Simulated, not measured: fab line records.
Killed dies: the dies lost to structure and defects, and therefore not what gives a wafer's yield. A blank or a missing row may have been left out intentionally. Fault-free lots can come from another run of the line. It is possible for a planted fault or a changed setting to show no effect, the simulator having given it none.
fab line records -- flow rit_cmos
record lots=15, wafers=45, last_day=7
route steps=202 shown ACTIVE@1 NWELL@34 M1@202
lots that met no fault: taken from a fault-free run of the same line
start_h: hours from the record's opening day to when the first of the lot's shown wafers began -- wait_h: hours elapsed since this lot's preceding step -- " repeats the value in the row above -- L1.1+2: one row covering several wafers at once -- - no value present, or no start provided -- * or withheld: withheld -- < > ~ a bound
route shown NAME@n: NAME is a module with steps in the file, n the number in the route of the first one -- usual: mean/standard deviation of fault-free wafers -- same: alike in all rows -- chamber/n: place in a boat -- sites: each site's reading -- _std_site: the standard deviation of these -- _edge_site: inner sites' mean taken away from outer sites' mean -- radius_mm: how far each site lies from the wafer's centre -- mask NAME#n: copy n -- behind: the last tool/chamber to shape the wafer -- hold: cause of the lot's hold/its duration in hours/its outcome -- device: which transistor (n, p or np) failed to switch -- end of line: the tests these same wafers got at the end of their route -- where a step has no rows: the recipe by itself -- killed: the dies lost at the first sort to structure and to defects; this is not the yield of the wafer -- map: shows each die of a wafer: x if killed, . if not, _ if none is there
set.NAME: the setting that was run; set.NAME@STEP: the one run at that earlier step -- model.NAME: the simulator's own value behind a step, which no gauge read
steps of the route over a sample of lots; a table a step, a row a wafer
## steps
# step RIT_ACTIVE_BOW_MEAS_00
# recipe mode=bow
# usual INCOMING_BOW=0/6.7
lot.wafer,tool,chamber,start_h,wait_h,INCOMING_BOW[um]
L136.4,film_metro-02,-,10.06,-,-12
L136.5,film_metro-02,-,10.06,-,-8
L136.6,film_metro-02,-,10.06,-,-11
L138.1,film_metro-03,-,20.00,-,3
L138.5,film_metro-03,-,20.00,-,-9
L138.6,film_metro-03,-,20.00,-,10
L139.2,film_metro-04,-,25.02,-,-3
L139.4,film_metro-04,-,25.02,-,4
L139.6,film_metro-04,-,25.02,-,-1
L140.2,film_metro-04,-,30.02,-,-7
L140.4,film_metro-04,-,30.02,-,13
L140.5,film_metro-04,-,30.02,-,-3
L141.1,film_metro-02,-,35.00,-,-8
L141.4,film_metro-02,-,35.00,-,4
L141.6,film_metro-02,-,35.00,-,1
L142.1,film_metro-04,-,40.00,-,-4
L142.3,film_metro-04,-,40.00,-,2
L142.5,film_metro-04,-,40.00,-,-5
L144.1,film_metro-04,-,50.00,-,-4
L144.4,film_metro-04,-,50.00,-,-11
L144.6,film_metro-04,-,50.00,-,1
L147.1,film_metro-04,-,65.00,-,-8
L147.2,film_metro-04,-,65.00,-,0
L147.5,film_metro-04,-,65.00,-,8
L149.2,film_metro-03,-,75.02,-,2
L149.3,film_metro-03,-,75.02,-,7
L149.5,film_metro-03,-,75.02,-,-1
L150.1,film_metro-02,-,80.00,-,-9
L150.5,film_metro-02,-,80.00,-,2
L150.6,film_metro-02,-,80.00,-,3
L152.1,film_metro-04,-,90.00,-,5
L152.2,film_metro-04,-,90.00,-,-9
L152.6,film_metro-04,-,90.00,-,8
L154.2,film_metro-02,-,100.02,-,-4
L154.3,film_metro-02,-,100.02,-,2
L154.4,film_metro-02,-,100.02,-,-7
L155.1,film_metro-04,-,105.00,-,-5
L155.2,film_metro-04,-,105.00,-,-8
L155.4,film_metro-04,-,105.00,-,9
L157.1,film_metro-03,-,115.00,-,-3
L157.4,film_metro-03,-,115.00,-,10
L157.6,film_metro-03,-,115.00,-,12
L159.2,film_metro-03,-,125.02,-,11
L159.3,film_metro-03,-,125.02,-,-2
L159.4,film_metro-03,-,125.02,-,-8
# step RIT_ACTIVE_THK_MEAS_02
# recipe reads=SiO2_of_ACTIVE_OXIDATION_01
# usual ACTIVE_OXIDE_THK=47.0/0.9
lot.wafer,tool,chamber,start_h,wait_h,ACTIVE_OXIDE_THK[nm]
L136.4,film_metro-03,-,12.17,0.0,47.4
L136.5,film_metro-03,-,12.17,0.0,47.7
L136.6,film_metro-03,-,12.17,0.0,47.6
L138.1,film_metro-02,-,24.98,0.0,48.3
L138.5,film_metro-02,-,24.98,0.0,49.4
L138.6,film_metro-02,-,24.98,0.0,48.7
L139.2,film_metro-04,-,27.06,0.0,47.3
L139.4,film_metro-04,-,27.06,0.0,47.6
L139.6,film_metro-04,-,27.06,0.0,48.0
L140.2,film_metro-03,-,33.20,0.0,45.6
L140.4,film_metro-03,-,33.20,0.0,46.5
L140.5,film_metro-03,-,33.20,0.0,46.4
L141.1,film_metro-02,-,40.21,0.0,47.0
L141.4,film_metro-02,-,40.21,0.0,47.1
L141.6,film_metro-02,-,40.21,0.0,47.5
L142.1,film_metro-03,-,43.22,0.0,46.3
L142.3,film_metro-03,-,43.22,0.0,46.8
L142.5,film_metro-03,-,43.22,0.0,45.6
L144.1,film_metro-03,-,53.93,0.0,46.9
L144.4,film_metro-03,-,53.93,0.0,47.5
L144.6,film_metro-03,-,53.93,0.0,47.4
L147.1,film_metro-02,-,68.27,0.0,48.5
L147.2,film_metro-02,-,68.27,0.0,48.9
L147.5,film_metro-02,-,68.27,0.0,48.3
L149.2,film_metro-04,-,78.18,0.0,46.9
L149.3,film_metro-04,-,78.18,0.0,47.6
L149.5,film_metro-04,-,78.18,0.0,47.5
L150.1,film_metro-02,-,84.72,0.0,47.5
L150.5,film_metro-02,-,84.72,0.0,48.0
L150.6,film_metro-02,-,84.72,0.0,47.5
L152.1,film_metro-02,-,92.81,0.0,47.5
L152.2,film_metro-02,-,92.81,0.0,46.7
L152.6,film_metro-02,-,92.81,0.0,47.3
L154.2,film_metro-03,-,102.60,0.0,46.0
L154.3,film_metro-03,-,102.60,0.0,44.3
L154.4,film_metro-03,-,102.60,0.0,45.0
L155.1,film_metro-03,-,108.31,0.0,45.9
L155.2,film_metro-03,-,108.31,0.0,46.3
L155.4,film_metro-03,-,108.31,0.0,46.9
L157.1,film_metro-03,-,117.05,0.0,45.3
L157.4,film_metro-03,-,117.05,0.0,45.3
L157.6,film_metro-03,-,117.05,0.0,46.0
L159.2,film_metro-04,-,128.23,0.0,46.6
L159.3,film_metro-04,-,128.23,0.0,46.3
L159.4,film_metro-04,-,128.23,0.0,46.0
# step RIT_ACTIVE_COAT_06
# recipe resist=NOVOLAK, spin_rpm=3250, resist_thk_nm=1000
# usual spin_speed_rpm=3250.2/2.2
lot.wafer,tool,chamber,start_h,wait_h,spin_speed_rpm
L136.4,litho_track-01,0,13.90,0.1,3248.1
L136.5,litho_track-01,0,13.90,0.1,3245.8
L136.6,litho_track-01,0,13.90,0.1,3246.9
L138.1,litho_track-04,0,26.66,0.1,3248.9
L138.5,litho_track-04,0,26.66,0.1,3251.3
L138.6,litho_track-04,0,26.66,0.1,3252.8
L139.2,litho_track-01,0,29.30,0.1,3252.5
L139.4,litho_track-01,0,29.30,0.1,3250.8
L139.6,litho_track-01,0,29.30,0.1,3249.0
L140.2,litho_track-01,0,34.90,0.1,3250.8
L140.4,litho_track-01,0,34.90,0.1,3250.1
L140.5,litho_track-01,0,34.90,0.1,3247.4
L141.1,litho_track-01,0,41.90,0.1,3474.5
L141.4,litho_track-01,0,41.90,0.1,3475.2
L141.6,litho_track-01,0,41.90,0.1,3473.7
L142.1,litho_track-01,0,44.90,0.1,3471.2
L142.3,litho_track-01,0,44.90,0.1,3471.7
L142.5,litho_track-01,0,44.90,0.1,3472.3
L144.1,litho_track-01,0,55.61,0.1,3469.6
L144.4,litho_track-01,0,55.61,0.1,3472.7
L144.6,litho_track-01,0,55.61,0.1,3476.5
L147.1,litho_track-04,0,69.96,0.1,3249.3
L147.2,litho_track-04,0,69.96,0.1,3249.8
L147.5,litho_track-04,0,69.96,0.1,3249.0
L149.2,litho_track-04,0,79.88,0.1,3250.8
L149.3,litho_track-04,0,79.88,0.1,3252.4
L149.5,litho_track-04,0,79.88,0.1,3250.7
L150.1,litho_track-03,0,86.43,0.1,3246.6
L150.5,litho_track-03,0,86.43,0.1,3246.6
L150.6,litho_track-03,0,86.43,0.1,3248.1
L152.1,litho_track-03,0,94.71,0.1,3252.6
L152.2,litho_track-03,0,94.71,0.1,3251.3
L152.6,litho_track-03,0,94.71,0.1,3253.1
L154.2,litho_track-04,0,104.32,0.1,3249.5
L154.3,litho_track-04,0,104.32,0.1,3246.3
L154.4,litho_track-04,0,104.32,0.1,3249.7
L155.1,litho_track-03,0,109.99,0.1,3247.0
L155.2,litho_track-03,0,109.99,0.1,3247.7
L155.4,litho_track-03,0,109.99,0.1,3247.6
L157.1,litho_track-04,0,119.45,0.1,3248.3
L157.4,litho_track-04,0,119.45,0.1,3247.5
L157.6,litho_track-04,0,119.45,0.1,3249.2
L159.2,litho_track-03,0,130.64,0.1,3246.7
L159.3,litho_track-03,0,130.64,0.1,3249.6
L159.4,litho_track-03,0,130.64,0.1,3249.4
# step RIT_NWELL_OVL_MEAS_06
# usual NWELL_OVL=0.6/1.5
lot.wafer,tool,chamber,start_h,wait_h,NWELL_OVL[nm]
L136.4,overlay-01,-,25.93,-,0.3
L136.5,overlay-01,-,25.93,-,-1.7
L136.6,overlay-01,-,25.93,-,0.3
L138.1,overlay-02,-,33.20,-,-1.4
L138.5,overlay-02,-,33.20,-,-1.5
L138.6,overlay-02,-,33.20,-,-1.9
L140.2,overlay-02,-,44.03,-,1.9
L140.4,overlay-02,-,44.03,-,1.4
L140.5,overlay-02,-,44.03,-,0.3
L139.2,overlay-01,-,44.14,-,0.3
L139.4,overlay-01,-,44.14,-,2.1
L139.6,overlay-01,-,44.14,-,2.5
L141.1,overlay-01,-,48.54,-,-0.6
L141.4,overlay-01,-,48.54,-,-1.4
L141.6,overlay-01,-,48.54,-,2.5
L142.1,overlay-02,-,54.46,-,4.6
L142.3,overlay-02,-,54.46,-,2.6
L142.5,overlay-02,-,54.46,-,2.5
L144.1,overlay-01,-,62.49,-,1.6
L144.4,overlay-01,-,62.49,-,0.9
L144.6,overlay-01,-,62.49,-,-0.1
L147.1,overlay-01,-,81.06,-,0.1
L147.2,overlay-01,-,81.06,-,0.2
L147.5,overlay-01,-,81.06,-,0.8
L149.2,overlay-02,-,91.24,-,0.5
L149.3,overlay-02,-,91.24,-,-3.1
L149.5,overlay-02,-,91.24,-,1.0
L150.1,overlay-02,-,94.54,-,-4.4
L150.5,overlay-02,-,94.54,-,-2.9
L150.6,overlay-02,-,94.54,-,-1.6
L152.1,overlay-01,-,103.12,-,1.0
L152.2,overlay-01,-,103.12,-,2.2
L152.6,overlay-01,-,103.12,-,-0.7
L154.2,overlay-01,-,113.83,-,1.1
L154.3,overlay-01,-,113.83,-,-0.6
L154.4,overlay-01,-,113.83,-,-1.6
L155.1,overlay-02,-,118.68,-,1.7
L155.2,overlay-02,-,118.68,-,0.5
L155.4,overlay-02,-,118.68,-,1.3
L157.1,overlay-02,-,128.31,-,2.7
L157.4,overlay-02,-,128.31,-,1.2
L157.6,overlay-02,-,128.31,-,2.7
L159.2,overlay-01,-,140.49,-,1.0
L159.3,overlay-01,-,140.49,-,-1.3
L159.4,overlay-01,-,140.49,-,-0.4
# step RIT_M1_PROBE_99
# usual killed_at_M0_to_M3=0.0/0.12, killed_at_front_end=6.5/2.8, killed_dies=6.5/2.8, killed_open=3.2/1.8, killed_short=3.3/2
# same gross_dies=264, killed_at_M4_up=0, killed_at_back_side=0, killed_at_contacts=0, killed_at_other=0
lot.wafer,tool,chamber,start_h,wait_h,killed_at_M0_to_M3,killed_at_front_end,killed_dies,killed_open,killed_short
L136.4,prober-01,-,68.54,0.2,0,7,7,4,2
L136.5,prober-01,-,68.59,0.2,0,5,5,4,1
L136.6,prober-01,-,68.64,0.2,0,5,5,3,1
L138.1,prober-01,-,78.41,0.1,0,7,7,5,2
L138.5,prober-01,-,78.61,0.2,0,4,4,2,2
L138.6,prober-01,-,78.66,0.2,0,8,8,4,4
L140.2,prober-02,-,83.11,0.1,0,3,3,1,2
L140.4,prober-02,-,83.21,0.2,0,9,9,4,5
L140.5,prober-02,-,83.26,0.2,0,7,7,4,3
L139.2,prober-01,-,84.61,0.1,0,6,6,2,4
L139.4,prober-01,-,84.71,0.2,0,4,4,4,0
L139.6,prober-01,-,84.81,0.2,0,8,8,5,3
L141.1,prober-02,-,91.57,0.1,0,7,7,4,3
L141.4,prober-02,-,91.72,0.2,0,5,5,2,3
L141.6,prober-02,-,91.82,0.2,0,10,10,4,6
L142.1,prober-01,-,95.31,0.1,0,2,2,2,0
L142.3,prober-01,-,95.41,0.2,0,5,5,3,2
L142.5,prober-01,-,95.51,0.2,0,4,4,3,1
L144.1,prober-01,-,104.75,0.1,0,8,8,6,2
L144.4,prober-01,-,104.90,0.2,0,10,10,6,4
L147.1,prober-02,-,122.15,0.1,0,11,11,6,5
L147.2,prober-02,-,122.20,0.1,0,5,5,2,3
L147.5,prober-02,-,122.35,0.2,0,8,8,5,3
L149.2,prober-02,-,131.11,0.1,0,9,9,4,5
L149.3,prober-02,-,131.16,0.2,0,2,2,2,0
L149.5,prober-02,-,131.26,0.2,0,4,4,1,3
L150.1,prober-02,-,139.63,0.1,0,11,11,7,4
L150.5,prober-02,-,139.83,0.2,0,4,4,1,3
L150.6,prober-02,-,139.88,0.2,0,7,7,4,3
L152.1,prober-01,-,143.60,0.1,0,6,6,5,1
L152.2,prober-01,-,143.65,0.1,0,6,6,2,4
L152.6,prober-01,-,143.85,0.2,0,7,7,4,3
L154.2,prober-01,-,153.14,0.1,0,5,5,0,5
L154.3,prober-01,-,153.19,0.2,0,3,3,2,1
L154.4,prober-01,-,153.24,0.2,0,5,5,1,4
L155.1,prober-02,-,158.73,0.1,0,5,5,2,3
L155.2,prober-02,-,158.78,0.1,0,7,7,3,4
L155.4,prober-02,-,158.88,0.2,0,6,6,2,4
L157.1,prober-02,-,165.61,0.1,0,7,7,4,3
L157.4,prober-02,-,165.76,0.2,0,6,6,2,4
L157.6,prober-02,-,165.86,0.2,1,4,5,2,3
L159.2,prober-02,-,177.58,0.1,0,9,9,4,5
L159.3,prober-02,-,177.63,0.2,0,0,0,0,0
L159.4,prober-02,-,177.68,0.2,0,8,8,2,6
# killed by level:class
L136.4 FOX1:geometric_particle:open=1 FOX2:geometric_particle:open=1 GATE:geometric_particle:open=1 REOX:geometric_particle:short=1 SPACER:geometric_particle:open=1 SPACER:geometric_particle:short=1 PLDD:coat_microbubble_printed=1
L136.5 GATE:geometric_particle:open=2 FOX2:geometric_particle:open=1 REOX:geometric_particle:open=1 SILICIDE:geometric_particle:short=1
L136.6 FOX2:geometric_particle:open=1 GATE:geometric_particle:short=1 GATE:geometric_particle:open=1 SPACER:geometric_particle:open=1 PLDD:coat_microbubble_printed=1
L138.1 GATE:geometric_particle:open=3 FOX1:geometric_particle:short=1 REOX:geometric_particle:short=1 SPACER:geometric_particle:open=1 SILICIDE:geometric_particle:open=1
L138.5 FOX1:geometric_particle:short=2 GATE:geometric_particle:open=1 SILICIDE:geometric_particle:open=1
L138.6 GATE:geometric_particle:short=2 ACTIVE:geometric_particle:open=1 FOX1:geometric_particle:open=1 GATE:geometric_particle:open=1 REOX:geometric_particle:short=1 SILICIDE:geometric_particle:short=1 SILICIDE:geometric_particle:open=1
L140.2 FOX2:geometric_particle:short=1 GATE:geometric_particle:short=1 GATE:geometric_particle:open=1
L140.4 FOX1:geometric_particle:open=2 REOX:geometric_particle:short=2 FOX2:geometric_particle:short=1 GATE:geometric_particle:short=1 GATE:geometric_particle:open=1 SILICIDE:geometric_particle:short=1 SILICIDE:geometric_particle:open=1
L140.5 GATE:geometric_particle:open=3 GATE:geometric_particle:short=2 FOX2:geometric_particle:short=1 SPACER:geometric_particle:open=1
L139.2 FOX2:geometric_particle:open=2 REOX:geometric_particle:short=2 GATE:geometric_particle:short=1 SILICIDE:geometric_particle:short=1
L139.4 REOX:geometric_particle:open=2 SPACER:geometric_particle:open=2
L139.6 SPACER:geometric_particle:open=2 FOX1:geometric_particle:short=1 FOX2:geometric_particle:open=1 GATE:geometric_particle:open=1 GATE:geometric_particle:short=1 SILICIDE:geometric_particle:open=1 SILICIDE:geometric_particle:short=1
L141.1 GATE:geometric_particle:open=2 FOX2:geometric_particle:open=1 GATE:geometric_particle:short=1 SPACER:geometric_particle:short=1 SILICIDE:geometric_particle:short=1 SILICIDE:geometric_particle:open=1
L141.4 FOX2:geometric_particle:open=1 FOX2:geometric_particle:short=1 GATE:geometric_particle:short=1 GATE:geometric_particle:open=1 SPACER:geometric_particle:short=1
L141.6 GATE:geometric_particle:short=4 GATE:geometric_particle:open=2 FOX2:geometric_particle:open=1 SPACER:geometric_particle:short=1 SILICIDE:geometric_particle:short=1 SILICIDE:geometric_particle:open=1
L142.1 GATE:geometric_particle:open=2
L142.3 FOX1:geometric_particle:open=2 FOX1:geometric_particle:short=1 FOX2:geometric_particle:open=1 REOX:geometric_particle:short=1
L142.5 GATE:geometric_particle:open=2 FOX2:geometric_particle:short=1 SILICIDE:geometric_particle:open=1
L144.1 GATE:geometric_particle:open=3 FOX1:geometric_particle:open=1 FOX2:geometric_particle:open=1 REOX:geometric_particle:short=1 REOX:geometric_particle:open=1 SPACER:geometric_particle:short=1
L144.4 FOX1:geometric_particle:short=2 GATE:geometric_particle:open=2 SILICIDE:geometric_particle:open=2 FOX1:geometric_particle:open=1 REOX:geometric_particle:short=1 SPACER:geometric_particle:short=1 SPACER:geometric_particle:open=1
L147.1 GATE:geometric_particle:open=2 REOX:geometric_particle:short=2 SPACER:geometric_particle:short=2 SPACER:geometric_particle:open=2 FOX1:geometric_particle:open=1 GATE:geometric_particle:short=1 SILICIDE:geometric_particle:open=1
L147.2 SPACER:geometric_particle:open=2 GATE:geometric_particle:short=1 SPACER:geometric_particle:short=1 SILICIDE:geometric_particle:short=1
L147.5 GATE:geometric_particle:short=2 SILICIDE:geometric_particle:open=2 GATE:geometric_particle:open=1 REOX:geometric_particle:open=1 SPACER:geometric_particle:open=1 SPACER:geometric_particle:short=1
L149.2 FOX1:geometric_particle:open=3 FOX1:geometric_particle:short=3 GATE:geometric_particle:open=1 GATE:geometric_particle:short=1 SILICIDE:geometric_particle:short=1
L149.3 GATE:geometric_particle:open=1 REOX:geometric_particle:open=1
L149.5 FOX1:geometric_particle:short=2 GATE:geometric_particle:short=1 SILICIDE:geometric_particle:open=1
L150.1 GATE:geometric_particle:open=2 REOX:geometric_particle:open=2 SPACER:geometric_particle:open=2 SPACER:geometric_particle:short=2 FOX1:geometric_particle:short=1 GATE:geometric_particle:short=1 SILICIDE:geometric_particle:open=1
L150.5 FOX1:geometric_particle:short=1 FOX2:geometric_particle:short=1 REOX:geometric_particle:short=1 SILICIDE:geometric_particle:open=1
L150.6 GATE:geometric_particle:short=2 SPACER:geometric_particle:open=2 GATE:geometric_particle:open=1 REOX:geometric_particle:short=1 SILICIDE:geometric_particle:open=1
L152.1 GATE:geometric_particle:open=4 GATE:geometric_particle:short=1 SILICIDE:geometric_particle:open=1
L152.2 GATE:geometric_particle:short=4 GATE:geometric_particle:open=1 REOX:geometric_particle:open=1
L152.6 GATE:geometric_particle:open=3 GATE:geometric_particle:short=2 FOX1:geometric_particle:short=1 SILICIDE:geometric_particle:open=1
L154.2 SILICIDE:geometric_particle:short=2 FOX1:geometric_particle:short=1 FOX2:geometric_particle:short=1 GATE:geometric_particle:short=1
L154.3 FOX1:geometric_particle:open=1 FOX2:geometric_particle:short=1 GATE:geometric_particle:open=1
L154.4 GATE:geometric_particle:short=2 FOX1:geometric_particle:short=1 FOX2:geometric_particle:open=1 REOX:geometric_particle:short=1
L155.1 REOX:geometric_particle:short=2 FOX1:geometric_particle:open=1 GATE:geometric_particle:short=1 REOX:geometric_particle:open=1
L155.2 GATE:geometric_particle:short=3 GATE:geometric_particle:open=2 REOX:geometric_particle:open=1 SPACER:geometric_particle:short=1
L155.4 REOX:geometric_particle:short=2 FOX1:geometric_particle:short=1 GATE:geometric_particle:open=1 GATE:geometric_particle:short=1 REOX:geometric_particle:open=1
L157.1 GATE:geometric_particle:short=2 FOX1:geometric_particle:open=1 GATE:geometric_particle:open=1 REOX:geometric_particle:open=1 SPACER:geometric_particle:short=1 SILICIDE:geometric_particle:open=1
L157.4 SILICIDE:geometric_particle:short=2 FOX1:geometric_particle:short=1 FOX1:geometric_particle:open=1 GATE:geometric_particle:short=1 GATE:geometric_particle:open=1
L157.6 GATE:geometric_particle:short=1 GATE:geometric_particle:open=1 SPACER:geometric_particle:open=1 SPACER:geometric_particle:short=1 M1:geometric_particle:short=1
L159.2 GATE:geometric_particle:short=4 SILICIDE:geometric_particle:open=2 GATE:geometric_particle:open=1 REOX:geometric_particle:open=1 SPACER:geometric_particle:short=1
L159.3
L159.4 GATE:geometric_particle:short=2 REOX:geometric_particle:short=2 FOX2:geometric_particle:short=1 FOX2:geometric_particle:open=1 REOX:geometric_particle:open=1 SPACER:geometric_particle:short=1
## key
first_sign step=RIT_ACTIVE_COAT_06, reading=spin_speed_rpm, direction=up, sigmas=99+, usual=3250.2, struck=3473.0
effect none on later readings
met_at RIT_ACTIVE_COAT_06
struck_lots L141,L142,L144
rows_end L144.6
tester_left_out L141,L142,L144
not_acting_at RIT_ACTIVE_BOW_MEAS_00,RIT_ACTIVE_THK_MEAS_02,RIT_NWELL_OVL_MEAS_06
onset_between 34.90 41.90
fault kind=process_parameter_drift, tool=litho_track-01, chamber=-, onset_h=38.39, steps=RIT_ACTIVE_COAT_06, channel=spin_rpm, offset=220.9, shape=step, end_h=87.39, acts_in=these_recipes_only, stated=3250
# tester_left_out: of these lots the tester's yield and bins aren't shown, on N5 and GAA mostly nor the transistor test; their killed dies are dies lost to structure and defects alone, not to doping, threshold or leakage, so they don't give the yield
# rows_end: these wafers met a further fault down the route, and their rows from its step on are left out
